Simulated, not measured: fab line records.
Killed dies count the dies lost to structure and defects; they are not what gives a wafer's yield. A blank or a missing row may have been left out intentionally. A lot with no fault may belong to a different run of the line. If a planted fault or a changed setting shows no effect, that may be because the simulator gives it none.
Lot-split experiment -- flow rit-cmos -- 23 wafers read across 5 lots, on a route 202 steps long

## SPLIT DETAILS
At RIT_NLDD_IMPLANT_08, the setting energy-kev was moved away from the recipe's 20 on 8 of the 23 wafers read, by -3.2% to +6.0%. The other wafers ran this setting at the recipe's value.

The reading is taken at the split's own step.

## THE READING
In nm, at RIT_NLDD_IMPLANT_08: implant.drp-nm, which is the simulator's own figure and was read by no gauge. There is no usual value for it anywhere in the file.

wafer,"tool, chamber at the split",energy-kev as run,against the recipe,"implant.drp-nm, nm",against lot-mates on the recipe
L074.1,"implanter-01, 0",20,recipe,12.97,-
L074.2,"implanter-01, 0",20,recipe,12.97,-
L074.4,"implanter-01, 0",20,recipe,12.97,-
L074.5,"implanter-01, 0",20,recipe,12.97,-
L074.6,"implanter-01, 0",20,recipe,12.97,-
L078.1,"implanter-02, 0",19.36,-3.2%,12.72,-0.25
L078.4,"implanter-02, 0",19.36,-3.2%,12.72,-0.25
L078.6,"implanter-02, 0",19.36,-3.2%,12.72,-0.25
L078.2,"implanter-02, 0",20,recipe,12.97,-
L078.3,"implanter-02, 0",20,recipe,12.97,-
L079.2,"implanter-02, 0",21.19,+6.0%,13.43,+0.46
L079.4,"implanter-02, 0",21.19,+6.0%,13.43,+0.46
L079.3,"implanter-02, 0",20,recipe,12.97,-
L079.5,"implanter-02, 0",20,recipe,12.97,-
L079.6,"implanter-02, 0",20,recipe,12.97,-
L084.1,"implanter-02, 0",20,recipe,12.97,-
L084.4,"implanter-02, 0",20,recipe,12.97,-
L084.5,"implanter-02, 0",20,recipe,12.97,-
L085.2,"implanter-01, 0",20,recipe,12.97,-
L085.3,"implanter-01, 0",20,recipe,12.97,-
L085.4,"implanter-01, 0",19.66,-1.7%,12.84,-0.13
L085.5,"implanter-01, 0",19.66,-1.7%,12.84,-0.13
L085.6,"implanter-01, 0",19.66,-1.7%,12.84,-0.13

THE FIT
A straight line over all 23 wafers: implant.drp-nm changes by +0.0775 nm for each +1% of energy-kev; r = +1.00; the points scatter about the line by 0.0011 nm.
The same after taking each lot's own level away (the mean of its wafers on the recipe; 23 wafers): +0.0775 nm for each +1%; r = +1.00; scatter 0.0011 nm.
On that fit, the largest move of energy-kev shifts the reading by 0.46 nm.
The lots' own levels span 12.970 to 12.970 nm.
So the lot-to-lot level changes the slope little: the two slopes agree.
Check: +0.461 nm against its lot-mates is what the line predicts for one of the wafers moved furthest among these (+6.0%) when that wafer is left out of the fit. Against them it came out at +0.46 nm.

## THE OTHER SPLITS THESE WAFERS WENT THROUGH
These wafers also went through other splits before the reading. Each is held against what the fit with the lots' levels taken away leaves over:
other split on the same wafers,wafers away from the commonest value,r with implant.drp-nm (lot level and that fit taken away)
RIT_GATE_SOFTBAKE_12 temp-c,6,+0.29

## THE WHOLE CHAIN: every reading that the file lists as answering this split, in the file's order
step,what it does,reading,change (the file's fit),r (the file's)
RIT_NLDD_IMPLANT_08,,"implant.rp-nm (the simulator's own value, which no gauge read)",+0.19 nm for each +1% of the setting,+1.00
RIT_NLDD_IMPLANT_08,,"implant.drp-nm (the simulator's own value, which no gauge read)",+0.0777 nm for each +1% of the setting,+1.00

## FILE'S OWN FIT
implant.drp-nm changes by +0.0777 nm for each +1% of energy-kev, r = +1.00.
